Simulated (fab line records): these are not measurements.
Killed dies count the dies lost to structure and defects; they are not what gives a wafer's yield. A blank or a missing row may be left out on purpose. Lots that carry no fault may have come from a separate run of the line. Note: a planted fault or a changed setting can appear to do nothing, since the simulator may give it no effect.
Which tool was responsible? -- flow berkeley-cmos170 -- route of 331 steps, sampled at 1 step: 9 lots, 25 wafers

## WHAT THE GAUGES READ, wafer by wafer
UCB170_M1_THK_MEAS_02: measures by xrf. Usual: M1_AL_THK 607 nm, standard deviation 7.2.
lot,measured,on,M1_AL_THK (nm),flag
L525,day 7 06:04,film-metro-04,591 597 605,
L527,day 7 07:27,film-metro-02,612 606 618,
L526,day 7 07:36,film-metro-04,612 607 609,
L524,day 7 07:44,film-metro-02,609 608 611,
L531,day 8 20:30,film-metro-01,599,
L533,day 8 23:19,film-metro-01,610 605 611,
L535,day 9 13:31,film-metro-04,610 609 612,
L542,day 10 23:31,film-metro-01,609 613 614,
L546,day 11 18:01,film-metro-02,604 609 596,

## WHAT TOOL EACH LOT RAN ON (gives the tool, then ch and the chambers of the sampled wafers, and finally the start)
The record shows no process step preceding these readings.

## WHAT THE TOOLS THEMSELVES READ (means of the sampled wafers that have a number; where no wafer has one, the mark that the record gives instead)
The record holds no such reading with a usual standard deviation.

## THE ANSWER, worked out from the rows above alone
Rule: take the mean of a lot's wafers that have a number; if it is more than 3 standard deviations from the usual mean, the lot is off. A lot without any number at a reading at which 4 lots or more have one is off too. Where the step has rows for the other lots, those lots are counted as sound. Order of review: gauges by route order, followed by the tools' own readings, for which a lot's mean as printed above is used. At the first step where some lot is off, the reading lying furthest off is the one used; lots without a number count as furthest.
No lot is off on any of the readings shown, so nothing can be concluded from this.

## WHAT WAS PUT IN BY THE SIMULATOR
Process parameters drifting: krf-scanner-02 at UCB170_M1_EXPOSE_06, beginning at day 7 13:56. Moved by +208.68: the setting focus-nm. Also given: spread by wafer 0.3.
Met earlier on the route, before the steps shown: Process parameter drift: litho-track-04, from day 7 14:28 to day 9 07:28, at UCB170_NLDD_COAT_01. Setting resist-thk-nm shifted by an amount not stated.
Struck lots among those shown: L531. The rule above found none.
